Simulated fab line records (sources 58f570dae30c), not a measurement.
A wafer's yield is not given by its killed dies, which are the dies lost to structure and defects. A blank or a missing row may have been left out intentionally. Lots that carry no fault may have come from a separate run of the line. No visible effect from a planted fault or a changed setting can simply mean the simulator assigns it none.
Problem report in the 8D (eight disciplines) form, filled by code -- flow berkeley-cmos170 -- the parts of the form that need people (team, actions taken, sign-off) are left out

1. THE PROBLEM
Wafers without a fault read 350.0 nm, standard deviation 1.5; cd-nm at UCB170_GATE_CD_MEAS_12 reads a mean of 370.4 nm on 12 wafers belonging to 4 lots. Relative to the usual mean, that is a shift of +14 standard deviations.
The step: target cd 350 nm.
Seen first at day 9 08:22 on cd-sem-01, wafer L636.1. The record holds 45 wafers of 15 lots with a number at this step. The rule behind "out" and "out of limits": a value lying over 4 standard deviations away from the usual mean. The other wafers with a number count as sound.

2. WHAT IT IS, AND WHAT IT ISN'T
question,is,is not
which readings at this step,cd-nm,-
which lots,"L635, L636, L637, L639","L627, L628, L629, L630, L631, L633, L634, L641, L647, L648, L649"
which wafers of those lots,all that have a number,-
read on which gauges,cd-sem-01,cd-sem-02
when,from day 9 08:22,"up to then (21 sound wafers); but 12 sound wafers of L641, L647, L648, L649 came after"

3. WHAT RULES OUT EACH SUSPECT
Counting: a tool at a process step up to the reading stays a suspect if it ran every lot that is out and no sound lot after the first of them.
- the gauge at UCB170_GATE_CD_MEAS_12 has been ruled out. All the wafers that are out were read on cd-sem-01, but those of them that UCB170_GATE_EXPOSE_09 has rows for are out there too, on other tools.
- krf-scanner-01 at UCB170_GATE_EXPOSE_09 (exposes mask POLY, target cd 350 nm): kept. It processed each lot that is out, first L636 at day 9 07:34, and no sound lot thereafter; up to then, the last sound lot it processed was L633 at day 8 18:08. Its own exposure-dose-mJ-cm2 readings are out on those wafers.
After counting, what remains is krf-scanner-01 at UCB170_GATE_EXPOSE_09.

4. THE CAUSE (what the simulator had put in)
Process parameters drifting: krf-scanner-01 at UCB170_GATE_EXPOSE_09, beginning at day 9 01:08. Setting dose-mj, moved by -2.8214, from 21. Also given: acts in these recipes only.
Only this tool survived the counting.

5. THE CHAIN OF EFFECTS, in route order
Each row: a reading whose mean over the struck wafers that have a number lies more than 3 standard deviations from the usual. Only readings for which the record gives a usual standard deviation are gone through. hours: the time from each lot's start at the first step in this table that gives one to its start at this step, as a median over the lots. sigmas: the change in usual standard deviations.
hours,step,reading,usual,on struck wafers,change,sigmas
0,UCB170_GATE_EXPOSE_09,exposure-dose-mJ-cm2,20.999,18.780,-2.219,-99 or more
1,UCB170_GATE_CD_MEAS_12,cd-nm,350.0 nm,370.4,+20.4,+14
The process steps in it:
- UCB170_GATE_EXPOSE_09: exposes mask POLY, target cd 350 nm.
At these later measuring or inspecting steps, every struck wafer for which the step has a row has a number for every such reading, and none has moved that far: UCB170_NSD_TW_MEAS_10.

6. WHAT WOULD HAVE CAUGHT IT SOONER
Counted from the fault's start at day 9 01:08, it took 7 hours until the first out-of-limits reading at a measuring or inspecting step in this record, taken at day 9 08:22.
At UCB170_GATE_EXPOSE_09, the tool's own readings (exposure-dose-mJ-cm2) were out on each struck wafer the step has a row for, so an alarm limit on them would have fired on the first such wafer.
Lots out: 4; of these, L637, L639 started UCB170_GATE_EXPOSE_09 on krf-scanner-01 after day 9 08:22. A hold on the tool at that time would have spared those 2.
